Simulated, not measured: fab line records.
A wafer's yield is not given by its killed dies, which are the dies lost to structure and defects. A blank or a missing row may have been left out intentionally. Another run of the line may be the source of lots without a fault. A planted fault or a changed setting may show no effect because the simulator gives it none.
Matching of chambers || flow berkeleyCmos170 || UCB170_ZERO_ETCH_06 on rieDiel-01: 4 sister chambers
The step etches SiO2 in CHF3/CF4/Ar, time 12 s. 14 wafers are shown with their chamber, then 7 later ones without.

## WAFERS WITH THEIR CHAMBER
{"wafer": "L221.2", "chamber": 3, "drypumpMotorCurrentA (A)": 6.4, "throttleValvePct (%)": 9.33, "oesProductAu (a.u.)": 0.624}
{"wafer": "L221.4", "chamber": 2, "drypumpMotorCurrentA (A)": 5.8, "throttleValvePct (%)": 9.39, "oesProductAu (a.u.)": 0.630}
{"wafer": "L221.6", "chamber": 3, "drypumpMotorCurrentA (A)": 6.4, "throttleValvePct (%)": 9.33, "oesProductAu (a.u.)": 0.616}
{"wafer": "L222.1", "chamber": 0, "drypumpMotorCurrentA (A)": 6.0, "throttleValvePct (%)": 9.13, "oesProductAu (a.u.)": 0.627}
{"wafer": "L222.3", "chamber": 1, "drypumpMotorCurrentA (A)": 5.3, "throttleValvePct (%)": 9.25, "oesProductAu (a.u.)": 0.591}
{"wafer": "L222.5", "chamber": 3, "drypumpMotorCurrentA (A)": 6.5, "throttleValvePct (%)": 9.30, "oesProductAu (a.u.)": 0.627}
{"wafer": "L225.2", "chamber": 0, "drypumpMotorCurrentA (A)": 6.0, "throttleValvePct (%)": 9.13, "oesProductAu (a.u.)": 0.618}
{"wafer": "L225.3", "chamber": 2, "drypumpMotorCurrentA (A)": 5.8, "throttleValvePct (%)": 9.39, "oesProductAu (a.u.)": 0.630}
{"wafer": "L225.6", "chamber": 1, "drypumpMotorCurrentA (A)": 5.3, "throttleValvePct (%)": 9.24, "oesProductAu (a.u.)": 0.604}
{"wafer": "L234.4", "chamber": 2, "drypumpMotorCurrentA (A)": 5.8, "throttleValvePct (%)": 9.40, "oesProductAu (a.u.)": 0.629}
{"wafer": "L234.5", "chamber": 0, "drypumpMotorCurrentA (A)": 6.0, "throttleValvePct (%)": 9.14, "oesProductAu (a.u.)": 0.613}
{"wafer": "L234.6", "chamber": 1, "drypumpMotorCurrentA (A)": 5.3, "throttleValvePct (%)": 9.25, "oesProductAu (a.u.)": 0.599}
{"wafer": "L236.3", "chamber": 2, "drypumpMotorCurrentA (A)": 5.8, "throttleValvePct (%)": 9.38, "oesProductAu (a.u.)": 0.629}
{"wafer": "L236.5", "chamber": 0, "drypumpMotorCurrentA (A)": 6.0, "throttleValvePct (%)": 9.13, "oesProductAu (a.u.)": 0.623}

SIGNATURES (averages over the wafers above)
{"reading": "drypumpMotorCurrentA", "chamber 0": 6.000, "chamber 1": 5.300, "chamber 2": 5.800, "chamber 3": 6.433, "scatter within a chamber": 0.0258}
{"reading": "throttleValvePct", "chamber 0": 9.1325, "chamber 1": 9.2467, "chamber 2": 9.3900, "chamber 3": 9.3200, "scatter within a chamber": 0.0097}
{"reading": "oesProductAu", "chamber 0": 0.62025, "chamber 1": 0.59800, "chamber 2": 0.62950, "chamber 3": 0.62233, "scatter within a chamber": 0.00512}
Rule: for each reading, subtract the chamber's mean from the wafer's reading, divide by that reading's scatter and square the result; add these up over the readings and take the root, which gives the wafer's distance from the chamber. If the next closest chamber is less than 2 further off than the closest, the wafer can't be placed; otherwise it belongs to the closest. The scatter: take each reading less its chamber's mean, square it, sum over the shown wafers, divide by the number of wafers less the number of chambers, and take the root.

## WAFERS WITHOUT THEIR CHAMBER
{"wafer": "L236.6", "drypumpMotorCurrentA (A)": 5.8, "throttleValvePct (%)": 9.37, "oesProductAu (a.u.)": 0.624}
{"wafer": "L241.2", "drypumpMotorCurrentA (A)": 5.9, "throttleValvePct (%)": 9.12, "oesProductAu (a.u.)": 0.619}
{"wafer": "L241.4", "drypumpMotorCurrentA (A)": 5.8, "throttleValvePct (%)": 9.40, "oesProductAu (a.u.)": 0.629}
{"wafer": "L241.5", "drypumpMotorCurrentA (A)": 6.0, "throttleValvePct (%)": 9.13, "oesProductAu (a.u.)": 0.625}
{"wafer": "L242.1", "drypumpMotorCurrentA (A)": 6.0, "throttleValvePct (%)": 9.13, "oesProductAu (a.u.)": 0.620}
{"wafer": "L242.2", "drypumpMotorCurrentA (A)": 5.3, "throttleValvePct (%)": 9.25, "oesProductAu (a.u.)": 0.610}
{"wafer": "L242.6", "drypumpMotorCurrentA (A)": 6.0, "throttleValvePct (%)": 9.13, "oesProductAu (a.u.)": 0.629}

## CHAMBER TAKEN BY EACH
{"wafer": "L236.6", "from the rows above": 2, "in truth": 2}
{"wafer": "L241.2", "from the rows above": 0, "in truth": 0}
{"wafer": "L241.4", "from the rows above": 2, "in truth": 2}
{"wafer": "L241.5", "from the rows above": 0, "in truth": 0}
{"wafer": "L242.1", "from the rows above": 0, "in truth": 0}
{"wafer": "L242.2", "from the rows above": 1, "in truth": 1}
{"wafer": "L242.6", "from the rows above": 0, "in truth": 0}
Correct placement for 7 of the 7. From these rows, 0 cannot be placed. Placed wrongly: 0.
